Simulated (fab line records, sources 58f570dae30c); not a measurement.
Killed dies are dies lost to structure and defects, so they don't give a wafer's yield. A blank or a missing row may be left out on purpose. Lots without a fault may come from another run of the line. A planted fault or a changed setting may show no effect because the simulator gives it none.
Which tool did it? | flow berkeley_cmos170 | 13 lots, 37 wafers sampled, at 6 steps of a route of 331

WHAT THE GAUGES READ, wafer by wafer
UCB170_SILICIDE_RS_MEAS_02: measures by four-point-probe. Usual: SILICIDE_TI_RS 25.9 ohm/sq, standard deviation 0.4.
lot  | measured     | on            | SILICIDE_TI_RS (ohm/sq) | flag
L408 | day 7 09:03  | film_metro-03 | 26.3 25.9 25.9          |
L410 | day 7 11:09  | film_metro-03 | 25.9 25.7 25.6          |
L411 | day 7 17:19  | film_metro-03 | 25.6 26.1 26.5          |
L415 | day 8 08:38  | film_metro-03 | 26.4 26.5 26.5          |
L413 | day 8 08:07  | film_metro-02 | 26.0 26.0 26.0          |
L421 | day 9 04:51  | film_metro-02 | 25.7 26.3 25.7          |
L422 | day 9 17:52  | film_metro-03 | 28.1 28.4               | OFF
L425 | day 10 10:31 | film_metro-04 | 25.8 25.9 26.2          |
L426 | day 10 10:22 | film_metro-03 | 25.1 25.3 25.3          |
L428 | day 10 20:19 | film_metro-03 | 25.2 26.0 25.4          |
L429 | day 10 20:36 | film_metro-03 | 26.7 26.4 26.2          |
L430 | day 11 10:31 | film_metro-02 | 26.1 25.3 26.0          |
L431 | day 11 12:06 | film_metro-04 | 26.1 26.1 26.0          |

UCB170_SILICIDE_THK_MEAS_03: measures by xrf. Usual: SILICIDE_TI_THK 30.3 nm, standard deviation 0.42.
lot  | measured     | on            | SILICIDE_TI_THK (nm) | flag
L408 | day 7 09:10  | film_metro-03 | 29.8 30.1 30.2       |
L410 | day 7 11:16  | film_metro-03 | 30.3 30.6 30.6       |
L411 | day 7 17:26  | film_metro-03 | 30.5 30.0 29.7       |
L415 | day 8 08:45  | film_metro-03 | 29.9 29.7 29.8       |
L413 | day 8 08:14  | film_metro-02 | 30.1 30.1 30.3       |
L421 | day 9 04:58  | film_metro-02 | 30.5 29.7 30.6       |
L422 | day 9 20:34  | film_metro-03 | 28.1 28.1            | OFF
L425 | day 10 10:38 | film_metro-04 | 30.4 30.5 30.1       |
L426 | day 10 10:28 | film_metro-03 | 31.0 30.8 30.8       |
L428 | day 10 20:26 | film_metro-03 | 31.0 30.1 30.6       |
L429 | day 10 20:41 | film_metro-03 | 29.5 29.9 30.0       |
L430 | day 11 10:38 | film_metro-02 | 30.1 30.9 30.2       |
L431 | day 11 12:13 | film_metro-04 | 29.8 30.1 30.4       |

UCB170_CONTACT_CD_MEAS_15: target cd 700 nm. Usual: cd_nm 699.6 nm, standard deviation 1.2.
lot  | measured     | on        | cd_nm (nm)        | flag
L408 | day 7 13:30  | cd_sem-02 | 700.2 699.2 700.6 |
L410 | day 7 16:06  | cd_sem-02 | 698.8 699.9 699.6 |
L411 | day 7 22:14  | cd_sem-01 | 699.7 700.2 698.6 |
L415 | day 8 17:53  | cd_sem-02 | 700.4 699.9 700.2 |
L413 | day 8 13:59  | cd_sem-02 | 700.6 701.1 701.4 |
L421 | day 9 09:04  | cd_sem-01 | 700.2 701.1 700.3 |
L422 | day 10 05:25 | cd_sem-02 | 700.4             |
L425 | day 10 15:13 | cd_sem-02 | 700.0 699.0 698.9 |
L426 | day 10 14:56 | cd_sem-01 | 700.7 700.3 699.7 |
L428 | day 11 00:26 | cd_sem-01 | 698.2 697.9 698.5 |
L429 | day 11 03:47 | cd_sem-02 | 698.8 696.0 696.9 |
L430 | day 11 15:37 | cd_sem-01 | 699.9 700.7 699.6 |
L431 | day 11 18:02 | cd_sem-01 | 699.2 698.6 697.9 |

WHICH TOOL RAN EACH LOT (tool, then ch and the chambers of the sampled wafers, then the start)
lot  | UCB170_GATE_ETCH_14                | UCB170_NLDD_STRIP_10                 | UCB170_SILICIDE_SPUTTER_01
L408 | rie_diel-03 ch 0,1,3, day 6 16:36  | plasma_asher-01 ch 0,1, day 6 21:58  | pvd_sputter-03, day 7 09:01
L410 | rie_diel-02 ch 0,2,3, day 6 17:00  | plasma_asher-03 ch 0,1, day 6 22:34  | pvd_sputter-02, day 7 11:07
L411 | rie_diel-01 ch 0,1, day 7 03:52    | plasma_asher-04 ch 1, day 7 07:44    | pvd_sputter-03, day 7 17:16
L415 | rie_diel-03 ch 0,2,3, day 7 17:47  | plasma_asher-01 ch 0,1, day 7 21:50  | pvd_sputter-04, day 8 08:32
L413 | rie_diel-02 ch 0,1,2, day 7 18:02  | plasma_asher-03 ch 0,1, day 7 21:55  | pvd_sputter-02, day 8 08:05
L421 | rie_diel-03 ch 2,3, day 8 14:41    | plasma_asher-04 ch 0,1, day 8 19:28  | pvd_sputter-02, day 9 04:48
L422 | rie_diel-02 ch 3, day 9 03:12      | plasma_asher-01 ch 1, day 9 07:22    | pvd_sputter-04, day 9 17:47
L425 | rie_diel-03 ch 0,3, day 9 14:31    | plasma_asher-03 ch 0,1, day 9 22:27  | pvd_sputter-02, day 10 10:28
L426 | rie_diel-02 ch 0,2,3, day 9 14:38  | plasma_asher-01 ch 0,1, day 9 22:58  | pvd_sputter-03, day 10 10:17
L428 | rie_diel-01 ch 1,3, day 10 04:55   | plasma_asher-03 ch 0,1, day 10 09:38 | pvd_sputter-03, day 10 20:16
L429 | rie_diel-02 ch 1,2,3, day 10 05:56 | plasma_asher-01 ch 0,1, day 10 10:15 | pvd_sputter-02, day 10 20:28
L430 | rie_diel-02 ch 0,1,3, day 10 18:50 | plasma_asher-01 ch 0,1, day 10 23:58 | pvd_sputter-03, day 11 10:29
L431 | rie_diel-02 ch 0,1, day 10 21:53   | plasma_asher-04 ch 0,1, day 11 02:46 | pvd_sputter-02, day 11 12:03
- UCB170_GATE_ETCH_14: etches BARC in N2/H2.
- UCB170_NLDD_STRIP_10: strips in O2.
- UCB170_SILICIDE_SPUTTER_01: material Ti, target thk 30 nm, time 25 s.

WHAT THE TOOLS THEMSELVES READ (means of the sampled wafers that have a number; where no wafer has one, the mark that the record gives instead)
UCB170_GATE_ETCH_14. Usual: chamber_pressure_mTorr 30.002 mTorr, standard deviation 0.028; drypump_motor_current_A 5.7 A, standard deviation 0.4; oes_product_au 0.989 a.u., standard deviation 0.017; throttle_valve_pct 13.35 %, standard deviation 0.13.
lot  | tool        | chamber_pressure_mTorr (mTorr) | drypump_motor_current_A (A) | oes_product_au (a.u.) | throttle_valve_pct (%) | flag
L408 | rie_diel-03 | 30.000                         | 5.8                         | 0.982                 | 13.38                  |
L410 | rie_diel-02 | 30.009                         | 5.3                         | 0.986                 | 13.32                  |
L411 | rie_diel-01 | 30.005                         | 6.3                         | 0.988                 | 13.37                  |
L415 | rie_diel-03 | 30.005                         | 6.0                         | 1.001                 | 13.32                  |
L413 | rie_diel-02 | 30.005                         | 5.3                         | 0.989                 | 13.34                  |
L421 | rie_diel-03 | 29.978                         | 6.0                         | 1.006                 | 13.51                  |
L422 | rie_diel-02 | 29.991                         | 5.4                         | 0.985                 | 13.28                  |
L425 | rie_diel-03 | 29.982                         | 5.9                         | 0.991                 | 13.44                  |
L426 | rie_diel-02 | 30.008                         | 5.3                         | 0.988                 | 13.33                  |
L428 | rie_diel-01 | 29.995                         | 6.2                         | 1.008                 | 13.39                  |
L429 | rie_diel-02 | 30.023                         | 5.2                         | 0.985                 | 13.35                  |
L430 | rie_diel-02 | 30.001                         | 5.5                         | 0.987                 | 13.28                  |
L431 | rie_diel-02 | 30.004                         | 5.6                         | 0.983                 | 13.29                  |

UCB170_NLDD_STRIP_10. Usual: chamber_pressure_mTorr 3500 mTorr, standard deviation 3; drypump_motor_current_A 5.6 A, standard deviation 0.34; oes_product_au 0.735 a.u., standard deviation 0.0043; strip_time_to_endpoint_s 21.68 s, standard deviation 0.063.
lot  | tool            | chamber_pressure_mTorr (mTorr) | drypump_motor_current_A (A) | oes_product_au (a.u.) | strip_time_to_endpoint_s (s) | flag
L408 | plasma_asher-01 | 3500                           | 5.5                         | 0.733                 | 21.66                        |
L410 | plasma_asher-03 | 3501                           | 6.0                         | 0.732                 | 21.55                        |
L411 | plasma_asher-04 | 3502                           | 5.5                         | 0.739                 | 21.69                        |
L415 | plasma_asher-01 | 3499                           | 5.6                         | 0.736                 | 21.63                        |
L413 | plasma_asher-03 | 3501                           | 6.1                         | 0.732                 | 21.70                        |
L421 | plasma_asher-04 | 3502                           | 5.4                         | 0.740                 | 21.66                        |
L422 | plasma_asher-01 | 3500                           | 5.7                         | 0.730                 | 21.66                        |
L425 | plasma_asher-03 | 3497                           | 6.0                         | 0.734                 | 21.66                        |
L426 | plasma_asher-01 | 3500                           | 5.5                         | 0.737                 | 21.78                        |
L428 | plasma_asher-03 | 3502                           | 6.0                         | 0.732                 | 21.78                        |
L429 | plasma_asher-01 | 3499                           | 5.5                         | 0.735                 | 21.72                        |
L430 | plasma_asher-01 | 3499                           | 5.5                         | 0.735                 | 21.62                        |
L431 | plasma_asher-04 | 3500                           | 5.4                         | 0.739                 | 21.69                        |

UCB170_SILICIDE_SPUTTER_01. Usual: throttle_valve_pct 29.6 %, standard deviation 1.1.
lot  | tool           | throttle_valve_pct (%) | flag
L408 | pvd_sputter-03 | 29.5                   |
L410 | pvd_sputter-02 | 30.1                   |
L411 | pvd_sputter-03 | 29.7                   |
L415 | pvd_sputter-04 | 28.6                   |
L413 | pvd_sputter-02 | 30.5                   |
L421 | pvd_sputter-02 | 29.3                   |
L422 | pvd_sputter-04 | 28.8                   |
L425 | pvd_sputter-02 | 30.0                   |
L426 | pvd_sputter-03 | 28.7                   |
L428 | pvd_sputter-03 | 29.2                   |
L429 | pvd_sputter-02 | 30.2                   |
L430 | pvd_sputter-03 | 29.5                   |
L431 | pvd_sputter-02 | 30.2                   |

THE ANSWER, worked out from the rows above alone
Rule: a lot is off if the mean of its wafers that have a number lies more than 3 standard deviations from the usual mean. A lot without any number at a reading at which 4 lots or more have one is off too. The other lots that the step has rows for count as sound. The gauges are gone through in route order, then the tools' own readings, and for those a lot's mean is taken as printed above. The first step at which some lot is off is used, and at that step the reading that is off furthest; a lot without a number counts as furthest.
Off: L422, at UCB170_SILICIDE_RS_MEAS_02 (SILICIDE_TI_RS).
A tool fits if, at a process step before that reading, it ran every lot that is off, and no sound lot after the first of them. The gauges at UCB170_SILICIDE_RS_MEAS_02 are tried like those tools. One fits: pvd_sputter-04 at UCB170_SILICIDE_SPUTTER_01. Its last sound lot is L415 (day 8 08:32), its first lot that is off L422 (day 9 17:47): a fault that began between those two fits.

WHAT THE SIMULATOR HAD PUT IN
Process parameter drift: pvd_sputter-04, from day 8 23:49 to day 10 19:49, at UCB170_SILICIDE_SPUTTER_01. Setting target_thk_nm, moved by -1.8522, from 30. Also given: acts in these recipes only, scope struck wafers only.
Lots struck among those shown: L422. The rule above found the same.
